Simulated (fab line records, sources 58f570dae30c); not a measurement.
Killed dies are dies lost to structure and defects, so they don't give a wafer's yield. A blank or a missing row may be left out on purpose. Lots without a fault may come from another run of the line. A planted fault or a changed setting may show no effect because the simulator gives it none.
Which tool did it? | flow berkeley_cmos170 | 6 lots, 18 wafers sampled, at 1 step of a route of 331

WHAT THE GAUGES READ, wafer by wafer
UCB170_FIELD_THK_MEAS_02.
lot  | measured    | on            | FIELD_OXIDE_THK (nm)
L374 | day 4 14:44 | film_metro-01 | 547 553 546
L378 | day 5 12:46 | film_metro-02 | 534 546 548
L384 | day 6 20:50 | film_metro-01 | 541 540 536
L388 | day 7 12:04 | film_metro-01 | 557 563 553
L393 | day 8 19:19 | film_metro-04 | 561 558 566
L394 | day 9 04:47 | film_metro-04 | 555 553 548

WHICH TOOL RAN EACH LOT (tool, then ch and the chambers of the sampled wafers, then the start)
The record holds no process step before these readings.

THE ANSWER, worked out from the rows above alone
Rule: what is usual is taken from the lots themselves. Put in order of their means at a reading, lots are off if they are a third of the lots or fewer, leave a main group of 4 or more, and stand apart from it by a gap of 3 or more times the standard deviation of the main group's means; of several such gaps the widest counts. A main group whose means are all the same, to the digits that the tables above print for the reading, isn't used. A lot without any number at a reading at which 4 lots or more have one is off too. The other lots that the step has rows for count as sound.
No lot is off at any reading shown: from this, nothing can be told.

WHAT THE SIMULATOR HAD PUT IN
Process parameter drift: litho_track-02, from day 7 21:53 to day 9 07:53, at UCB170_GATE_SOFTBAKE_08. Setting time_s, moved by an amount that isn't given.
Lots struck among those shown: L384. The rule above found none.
